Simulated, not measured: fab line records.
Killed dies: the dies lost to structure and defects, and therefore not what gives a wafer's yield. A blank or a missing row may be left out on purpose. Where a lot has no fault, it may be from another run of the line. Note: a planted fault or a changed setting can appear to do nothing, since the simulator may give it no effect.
fab line records | flow berkeley_cmos170
[record] lots = 24 wafers = 72 last_day = 11
route steps=331 shown PLDD@152 PSD@181 NLDD@209 CONTACT@224 V2@294
lots with no fault: from the same line, run without faults
start_h: start of the lot's first displayed wafer, in hours after the record's first day | wait_h: how many hours have passed since the lot's step before this one | " unchanged from the row above | L1.1+2: one row covering several wafers at once | - no value present, or no start provided | * or withheld: withheld | < > ~ a bound
route shown NAME@n: a module of which the file shows steps, and the number in the route of the first | usual: the fault-free wafers' mean and standard deviation | same: alike in all rows | chamber/n: place in a boat | sites: each site's reading | _std_site: how widely they spread, as a standard deviation | _edge_site: inner sites' mean taken away from outer sites' mean | radius_mm: how far each site lies from the wafer's centre | mask NAME#n: copy n | behind: the most recent tool/chamber to have shaped the wafer | hold: why the lot was held/for how many hours/how that ended | device: transistor that didn't switch, given as n, p or np | end of line: the same wafers' tests at the end of the route | where a step has no rows: the recipe by itself | killed: dies that structure and defects cost at the first sort, which is not the same as the wafer's yield | map: per-die view of a wafer (x killed, . not killed, _ where there is no die)
set.NAME: the setting the step ran with; set.NAME@STEP: the setting that earlier step ran with | model.NAME: the simulator's own value behind a step, which no gauge read
route steps across a sampled set of lots; one table per step, one row per wafer
services: when a tool's chamber went out of use (start_h, in hours from the record's first day, below 0 if earlier), for how many hours, and the reason
[[steps]]
[step UCB170_PLDD_OVL_MEAS_07]
[usual] PLDD_OVL = -1/5.5
// columns lot.wafer tool chamber start_h wait_h PLDD_OVL[nm]
L075.1 overlay-02 - 132.18 0.1 1
L075.4 " - " " -2
L075.5 " - " " 0
L074.1 overlay-01 - 132.25 0.1 6
L074.3 " - " " 5
L074.5 " - " " 2
L076.2 overlay-02 - 142.33 0.1 -10
L076.5 " - " " -6
L076.6 " - " " -10
L078.3 overlay-01 - 153.49 0.1 2
L078.5 " - " " 3
L078.6 " - " " 4
L077.1 overlay-02 - 153.94 0.1 -3
L077.4 " - " " 1
L077.5 " - " " -4
L079.1 overlay-02 - 160.47 0.1 6
L079.2 " - " " 3
L079.3 " - " " 1
L081.2 overlay-02 - 171.02 0.1 -2
L081.3 " - " " 5
L081.5 " - " " 4
L080.1 overlay-01 - 171.29 0.1 0
L080.2 " - " " 3
L080.4 " - " " -2
L084.1 overlay-02 - 174.54 0.1 -8
L084.3 " - " " -12
L084.6 " - " " -7
L083.1 overlay-02 - 175.12 0.1 -5
L083.5 " - " " -10
L083.6 " - " " -4
L082.2 overlay-02 - 175.42 0.1 -2
L082.3 " - " " -9
L082.5 " - " " -8
L085.1 overlay-01 - 189.80 0.1 5
L085.3 " - " " -2
L085.4 " - " " -6
L086.2 overlay-01 - 190.09 0.1 -2
L086.5 " - " " 8
L086.6 " - " " 5
L088.1 overlay-01 - 196.39 0.1 -1
L088.4 " - " " 0
L088.5 " - " " -2
L087.1 overlay-02 - 196.69 0.1 0
L087.4 " - " " 2
L087.5 " - " " -1
L089.1 overlay-02 - 207.96 0.1 -7
L089.2 " - " " -4
L089.3 " - " " -4
L090.1 overlay-02 - 208.14 0.1 -9
L090.2 " - " " -3
L090.6 " - " " -1
L092.1 overlay-02 - 212.80 0.1 1
L092.4 " - " " -6
L092.5 " - " " -1
L091.2 overlay-02 - 213.53 0.1 2
L091.4 " - " " 1
L091.6 " - " " -5
L095.1 overlay-02 - 231.55 0.1 -2
L095.3 " - " " -1
L095.5 " - " " 1
L096.1 overlay-02 - 231.70 0.1 -1
L096.4 " - " " 17
L096.6 " - " " 11
L097.2 overlay-02 - 232.10 0.1 -4
L097.3 " - " " 11
L097.4 " - " " 1
L094.1 overlay-02 - 232.42 0.1 -2
L094.2 " - " " -9
L094.4 " - " " -7
L093.2 overlay-02 - 232.65 0.1 2
L093.3 " - " " 1
L093.6 " - " " 1
[step UCB170_PSD_CD_MEAS_06]
[recipe] target_cd_nm = 1200
[usual] cd_nm = 1200.4/1.6
// columns lot.wafer tool chamber start_h wait_h cd_nm
L075.1 cd_sem-02 - 141.29 - 1201.2
L075.4 " - " " 1200.2
L075.5 " - " " 1201.5
L074.1 cd_sem-02 - 141.56 - 1201.1
L074.3 " - " " 1200.8
L074.5 " - " " 1200.3
L076.2 cd_sem-02 - 151.93 - 1200.6
L076.5 " - " " 1199.2
L076.6 " - " " 1200.5
L078.3 cd_sem-02 - 161.39 - 1199.4
L078.5 " - " " 1201.7
L078.6 " - " " 1198.8
L077.1 cd_sem-01 - 161.53 - 1199.5
L077.4 " - " " 1199.7
L077.5 " - " " 1201.0
L079.1 cd_sem-02 - 167.96 - 1197.8
L079.2 " - " " 1199.0
L079.3 " - " " 1200.2
L080.1 cd_sem-01 - 179.66 - 1202.1
L080.2 " - " " 1202.7
L080.4 " - " " 1202.6
L081.2 cd_sem-02 - 179.76 - 1200.3
L081.3 " - " " 1199.9
L081.5 " - " " 1200.1
L083.1 cd_sem-02 - 183.03 - 1202.9
L083.5 " - " " 1202.5
L083.6 " - " " 1202.8
L084.1 cd_sem-01 - 183.07 - 1199.2
L084.3 " - " " 1198.0
L084.6 " - " " 1199.4
L082.2 cd_sem-01 - 183.25 - 1202.2
L082.3 " - " " 1203.1
L082.5 " - " " 1202.2
L085.1 cd_sem-01 - 199.82 - 1201.3
L085.3 " - " " 1202.4
L085.4 " - " " 1201.7
L086.2 cd_sem-02 - 200.08 - 1200.0
L086.5 " - " " 1199.4
L086.6 " - " " 1200.3
L088.1 cd_sem-01 - 204.58 - 1199.0
L088.4 " - " " 1199.3
L088.5 " - " " 1198.2
L087.1 cd_sem-02 - 204.61 - 1203.6
L087.4 " - " " 1203.8
L087.5 " - " " 1202.0
L089.1 cd_sem-01 - 218.46 - 1200.3
L089.2 " - " " 1200.8
L089.3 " - " " 1201.3
L090.1 cd_sem-02 - 218.63 - 1198.1
L090.2 " - " " 1198.9
L090.6 " - " " 1198.0
L092.1 cd_sem-01 - 222.35 - 1198.5
L092.4 " - " " 1198.7
L092.5 " - " " 1198.7
L091.2 cd_sem-02 - 222.61 - 1198.2
L091.4 " - " " 1199.5
L091.6 " - " " 1200.3
L096.1 cd_sem-02 - 240.95 - 1198.7
L096.4 " - " " 1199.6
L096.6 " - " " 1198.8
L094.1 cd_sem-01 - 241.01 - 1199.8
L094.2 " - " " 1198.5
L094.4 " - " " 1199.9
L097.2 cd_sem-02 - 241.09 - 1199.5
L097.3 " - " " 1199.1
L097.4 " - " " 1199.4
L095.1 cd_sem-02 - 241.33 - 1199.1
L095.3 " - " " 1198.4
L095.5 " - " " 1199.7
L093.2 cd_sem-01 - 241.58 - 1201.3
L093.3 " - " " 1201.4
L093.6 " - " " 1201.1
[step UCB170_PSD_TW_MEAS_10]
[usual] PSD_TW = 2342/21
// columns lot.wafer tool chamber start_h wait_h PSD_TW
L075.1 film_metro-02 - 141.70 0.1 2345
L075.4 " - " " 2325
L075.5 " - " " 2337
L074.1 film_metro-01 - 141.97 0.1 2382
L074.3 " - " " 2359
L074.5 " - " " 2377
L076.2 film_metro-02 - 152.32 0.1 2355
L076.5 " - " " 2340
L076.6 " - " " 2347
L078.3 film_metro-04 - 161.78 0.1 2336
L078.5 " - " " 2333
L078.6 " - " " 2321
L077.1 film_metro-04 - 161.93 0.1 2318
L077.4 " - " " 2314
L077.5 " - " " 2335
L079.1 film_metro-01 - 168.37 0.1 2374
L079.2 " - " " 2393
L079.3 " - " " 2385
L080.1 film_metro-01 - 180.06 0.1 2382
L080.2 " - " " 2394
L080.4 " - " " 2383
L081.2 film_metro-02 - 180.16 0.1 2343
L081.3 " - " " 2337
L081.5 " - " " 2349
L083.1 film_metro-02 - 183.44 0.1 2339
L083.5 " - " " 2340
L083.6 " - " " 2348
L084.1 film_metro-04 - 183.48 0.1 2317
L084.3 " - " " 2309
L084.6 " - " " 2324
L082.2 film_metro-02 - 183.65 0.1 2343
L082.3 " - " " 2336
L082.5 " - " " 2345
L085.1 film_metro-01 - 200.23 0.1 2358
L085.3 " - " " 2364
L085.4 " - " " 2365
L086.2 film_metro-04 - 200.48 0.1 2329
L086.5 " - " " 2322
L086.6 " - " " 2320
L088.1 film_metro-01 - 204.98 0.1 2370
L088.4 " - " " 2360
L088.5 " - " " 2359
L087.1 film_metro-04 - 205.06 0.1 2327
L087.4 " - " " 2321
L087.5 " - " " 2324
L089.1 film_metro-04 - 218.87 0.1 2327
L089.2 " - " " 2316
L089.3 " - " " 2317
L090.1 film_metro-02 - 219.04 0.1 2339
L090.2 " - " " 2335
L090.6 " - " " 2332
L092.1 film_metro-01 - 222.76 0.1 2362
L092.4 " - " " 2367
L092.5 " - " " 2364
L091.2 film_metro-01 - 223.01 0.1 2355
L091.4 " - " " 2367
L091.6 " - " " 2369
L096.1 film_metro-02 - 241.35 0.1 2341
L096.4 " - " " 2339
L096.6 " - " " 2332
L094.1 film_metro-04 - 241.42 0.1 2323
L094.2 " - " " 2323
L094.4 " - " " 2325
L097.2 film_metro-02 - 241.50 0.1 2332
L097.3 " - " " 2337
L097.4 " - " " 2335
L095.1 film_metro-04 - 241.73 0.1 2328
L095.3 " - " " 2326
L095.5 " - " " 2327
L093.2 film_metro-02 - 241.98 0.1 2343
L093.3 " - " " 2340
L093.6 " - " " 2335
[step UCB170_SDANNEAL_RS_MEAS_05]
[recipe] thk_meas_gauge = four-point-probe
[usual] NLDD_RS = 620.5/1.6
// columns lot.wafer tool chamber start_h wait_h NLDD_RS[ohm/sq]
L075.1 film_metro-04 - 146.07 0.1 621.8
L075.4 " - " " 619.5
L075.5 " - " " 620.8
L074.1 film_metro-02 - 146.35 0.1 622.8
L074.3 " - " " 622.1
L074.5 " - " " 624.6
L076.2 film_metro-04 - 156.94 0.1 621.7
L076.5 " - " " 621.4
L076.6 " - " " 622.4
L077.1 film_metro-01 - 166.00 0.1 621.4
L077.4 " - " " 620.3
L077.5 " - " " 620.7
L078.3 film_metro-02 - 166.49 0.1 619.5
L078.5 " - " " 619.6
L078.6 " - " " 621.0
L079.1 film_metro-02 - 173.28 0.1 620.1
L079.2 " - " " 620.5
L079.3 " - " " 619.7
L080.1 film_metro-02 - 185.18 0.1 621.5
L080.2 " - " " 620.2
L080.4 " - " " 621.0
L081.2 film_metro-01 - 185.20 0.1 617.7
L081.3 " - " " 618.0
L081.5 " - " " 617.9
L083.1 film_metro-04 - 187.30 0.1 619.6
L083.5 " - " " 617.1
L083.6 " - " " 619.3
L084.1 film_metro-02 - 187.73 0.1 622.1
L084.3 " - " " 620.7
L084.6 " - " " 622.0
L082.2 film_metro-04 - 188.30 0.1 619.7
L082.3 " - " " 619.1
L082.5 " - " " 618.9
L085.1 film_metro-02 - 206.82 0.1 621.2
L085.3 " - " " 621.9
L085.4 " - " " 620.7
L086.2 film_metro-04 - 206.84 0.1 618.2
L086.5 " - " " 619.7
L086.6 " - " " 618.3
L087.1 film_metro-02 - 209.46 0.1 621.5
L087.4 " - " " 619.1
L087.5 " - " " 621.2
L088.1 film_metro-01 - 209.46 0.1 622.3
L088.4 " - " " 621.7
L088.5 " - " " 621.5
L089.1 film_metro-01 - 221.85 0.1 619.2
L089.2 " - " " 619.8
L089.3 " - " " 619.2
L090.1 film_metro-04 - 222.23 0.1 620.9
L090.2 " - " " 621.2
L090.6 " - " " 621.0
L092.1 film_metro-01 - 226.61 0.1 618.8
L092.4 " - " " 619.5
L092.5 " - " " 618.8
L091.2 film_metro-04 - 226.78 0.1 621.2
L091.4 " - " " 619.7
L091.6 " - " " 621.3
L096.1 film_metro-02 - 244.73 0.1 622.5
L096.4 " - " " 623.7
L096.6 " - " " 622.2
L094.1 film_metro-01 - 245.34 0.1 619.2
L094.2 " - " " 620.0
L094.4 " - " " 622.5
L097.2 film_metro-04 - 245.53 0.1 620.0
L097.3 " - " " 619.1
L097.4 " - " " 620.2
L093.2 film_metro-02 - 245.81 0.1 622.8
L093.3 " - " " 621.4
L093.6 " - " " 621.2
L095.1 film_metro-01 - 245.90 0.1 619.0
L095.3 " - " " 618.4
L095.5 " - " " 620.0
[step UCB170_CONTACT_RTA_08]
[recipe] temp_c = 900 time_s = 10 ambient = N2
[usual] chamber_o2_ppm = 1.995/0.022 lamp_power_pct = 28.1/2.9 wafer_temp_C_max = 904.5/1.4
// columns lot.wafer tool chamber start_h wait_h chamber_o2_ppm lamp_power_pct wafer_temp_C_max
L075.1 rtp_anneal-01 0 149.30 0.0 1.988 25.4 903.5
L075.4 " 0 " " 2.007 25.4 902.8
L075.5 " 0 " " 1.987 25.4 903.0
L074.1 rtp_anneal-01 0 151.12 0.0 1.986 25.4 903.4
L074.3 " 0 " " 1.959 25.4 902.5
L074.5 " 0 " " 1.987 25.4 902.9
L076.2 rtp_anneal-02 0 160.82 0.0 1.997 31.3 906.9
L076.5 " 0 " " 2.009 31.3 906.3
L076.6 " 0 " " 2.019 31.3 905.9
L077.1 rtp_anneal-01 0 169.93 0.0 1.994 25.4 904.0
L077.4 " 0 " " 2.004 25.3 904.8
L077.5 " 0 " " 1.981 25.4 904.2
L078.3 rtp_anneal-02 0 170.13 0.0 2.015 31.3 904.4
L078.5 " 0 " " 1.938 31.3 903.8
L078.6 " 0 " " 1.977 31.2 904.3
L079.1 rtp_anneal-01 0 176.52 0.0 1.976 25.4 903.5
L079.2 " 0 " " 1.963 25.4 904.6
L079.3 " 0 " " 1.992 25.4 905.2
L080.1 rtp_anneal-01 0 189.69 0.0 1.976 25.3 902.6
L080.2 " 0 " " 1.981 25.4 903.5
L080.4 " 0 " " 1.967 25.4 902.7
L081.2 rtp_anneal-02 0 189.81 0.0 1.987 31.3 904.9
L081.3 " 0 " " 1.990 31.3 906.4
L081.5 " 0 " " 2.006 31.3 904.4
L083.1 rtp_anneal-01 0 192.03 0.0 1.980 25.3 903.6
L083.5 " 0 " " 1.991 25.4 904.2
L083.6 " 0 " " 1.991 25.4 903.2
L084.1 rtp_anneal-02 0 192.21 0.0 1.951 31.2 904.9
L084.3 " 0 " " 2.008 31.3 904.5
L084.6 " 0 " " 1.987 31.3 907.2
L082.2 rtp_anneal-01 0 192.39 0.0 1.991 25.4 903.2
L082.3 " 0 " " 1.993 25.3 903.8
L082.5 " 0 " " 1.973 25.4 904.7
L086.2 rtp_anneal-01 0 211.69 0.0 1.984 25.4 904.7
L086.5 " 0 " " 2.000 25.4 903.2
L086.6 " 0 " " 2.000 25.4 903.2
L085.1 rtp_anneal-02 0 211.94 0.0 2.011 31.3 904.5
L085.3 " 0 " " 1.998 31.3 905.5
L085.4 " 0 " " 2.000 31.3 905.2
L087.1 rtp_anneal-02 0 213.58 0.0 1.999 31.3 904.9
L087.4 " 0 " " 1.954 31.3 905.7
L087.5 " 0 " " 2.003 31.2 904.7
L088.1 rtp_anneal-01 0 213.58 0.0 2.011 25.4 904.4
L088.4 " 0 " " 2.012 25.3 903.0
L088.5 " 0 " " 2.024 25.4 903.6
L089.1 rtp_anneal-02 0 225.25 0.0 2.053 31.3 905.7
L089.2 " 0 " " 2.041 31.3 907.0
L089.3 " 0 " " 2.033 31.3 905.6
L090.1 rtp_anneal-01 0 226.98 0.0 2.028 25.4 903.3
L090.2 " 0 " " 2.032 25.4 903.4
L090.6 " 0 " " 2.054 25.4 904.3
L092.1 rtp_anneal-02 0 230.44 0.0 2.007 31.3 907.0
L092.4 " 0 " " 1.996 31.3 905.4
L092.5 " 0 " " 1.972 31.3 905.4
L091.2 rtp_anneal-01 0 230.64 0.0 2.010 25.4 902.9
L091.4 " 0 " " 2.017 25.3 903.1
L091.6 " 0 " " 2.016 25.4 902.9
L096.1 rtp_anneal-02 0 247.98 0.0 1.983 31.3 904.7
L096.4 " 0 " " 1.985 31.3 904.8
L096.6 " 0 " " 1.983 31.3 904.9
L094.1 rtp_anneal-01 0 249.51 0.0 2.028 25.3 902.7
L094.2 " 0 " " 2.020 25.4 902.3
L094.4 " 0 " " 1.974 25.4 903.8
L095.1 rtp_anneal-02 0 249.83 0.0 2.014 31.3 905.0
L095.3 " 0 " " 2.015 31.3 904.1
L095.5 " 0 " " 2.031 31.3 906.5
L097.2 rtp_anneal-01 0 249.84 0.0 1.987 25.4 903.5
L097.3 " 0 " " 1.993 25.4 904.2
L097.4 " 0 " " 2.035 25.4 902.3
L093.2 rtp_anneal-02 0 250.36 0.0 2.029 31.3 904.5
L093.3 " 0 " " 1.993 31.3 905.0
L093.6 " 0 " " 2.002 31.3 905.1
[step UCB170_V2_CMP_02]
[recipe] material = SiO2 down_force_psi = 6 platen_rpm = 60 pad_velocity_m_s = 0.75398
[usual] motor_current_A = 16.0/1.3
// columns lot.wafer tool chamber start_h wait_h motor_current_A
L075.1 cmp-01 3 165.39 2.4 15.3
L075.4 " 1 " " 17.8
L075.5 " 3 " " 15.4
L074.3 cmp-01 3 165.69 2.1 15.6
L074.1 " 0 " " 15.0
L074.5 " 3 " " 16.3
L076.2 cmp-01 1 175.64 0.1 18.1
L076.6 " 3 " " 15.3
L076.5 " 0 " " 14.5
L077.4 cmp-02 3 182.78 0.0 18.9
L077.1 " 1 " " 15.5
L077.5 " 3 " " 18.2
L078.3 cmp-01 1 183.26 0.0 17.4
L078.5 " 1 " " 17.1
L078.6 " 2 " " 16.2
L079.1 cmp-01 0 191.88 0.1 13.9
L079.3 " 1 " " 16.8
L079.2 " 2 " " 15.7
L080.4 cmp-02 2 208.05 0.0 15.4
L080.2 " 3 " " 17.9
L080.1 " 0 " " 15.8
L081.2 cmp-01 3 208.29 0.1 15.5
L081.3 " 0 " " 14.8
L081.5 " 3 " " 16.0
L083.1 cmp-02 0 208.54 0.1 16.0
L083.5 " 3 " " 18.8
L083.6 " 0 " " 15.6
L082.3 cmp-01 3 208.59 0.1 15.0
L082.2 " 0 " " 13.3
L082.5 " 2 " " 15.9
L084.1 cmp-02 3 208.79 0.1 17.9
L084.3 " 2 " " 15.5
L084.6 " 0 " " 14.9
L088.4 cmp-01 0 227.82 0.1 14.5
L088.1 " 1 " " 17.7
L088.5 " 2 " " 15.6
L086.2 cmp-02 1 227.87 0.1 14.9
L086.5 " 3 " " 18.5
L086.6 " 0 " " 16.2
L085.3 cmp-01 2 230.83 0.0 15.3
L085.4 " 3 " " 15.1
L085.1 " 0 " " 14.0
L087.1 cmp-02 1 231.76 0.1 14.7
L087.4 " 3 " " 18.2
L087.5 " 0 " " 15.7
L089.3 cmp-01 3 239.30 0.0 15.7
L089.2 " 1 " " 17.6
L089.1 " 2 " " 16.3
L090.2 cmp-02 1 244.10 0.1 15.7
L090.1 " 3 " " 18.5
L090.6 " 0 " " 15.9
L091.2 cmp-01 2 244.32 0.0 15.9
L091.4 " 3 " " 15.6
L091.6 " 3 " " 14.8
L092.4 cmp-02 0 245.09 0.1 16.3
L092.1 " 1 " " 15.8
L092.5 " 3 " " 17.9
L097.2 cmp-02 2 263.33 0.0 15.4
L097.3 " 3 " " 18.1
L097.4 " 1 " " 15.6
L095.1 cmp-01 2 263.91 0.1 16.0
L095.3 " 3 " " 15.8
L095.5 " 2 " " 16.8
L094.1 cmp-02 3 264.27 0.1 18.9
L094.4 " 1 " " 14.3
L094.2 " 2 " " 15.2
L093.3 cmp-01 1 264.44 0.1 17.4
L093.2 " 2 " " 15.9
L093.6 " 1 " " 17.6
L096.1 cmp-02 1 264.63 0.1 14.3
L096.4 " 3 " " 17.7
L096.6 " 0 " " 15.3
[[services]]
// columns tool chamber start_h hours kind
cmp-02 - 130.49 0.8 repair
cmp-01 - 150.04 2.6 repair
cmp-01 - 159.01 6.3 pm
cmp-02 - 160.92 14.8 repair
cmp-01 - 174.16 0.5 repair
cmp-02 - 178.97 0.6 repair
cmp-01 - 232.00 4.0 pm
cmp-01 - 236.00 - consumable_replace:conditioner
cmp-01 - 236.00 - consumable_replace:pad
cmp-01 - 237.89 1.1 repair
cmp-02 - 261.16 1.2 repair
[[key]]
fault none
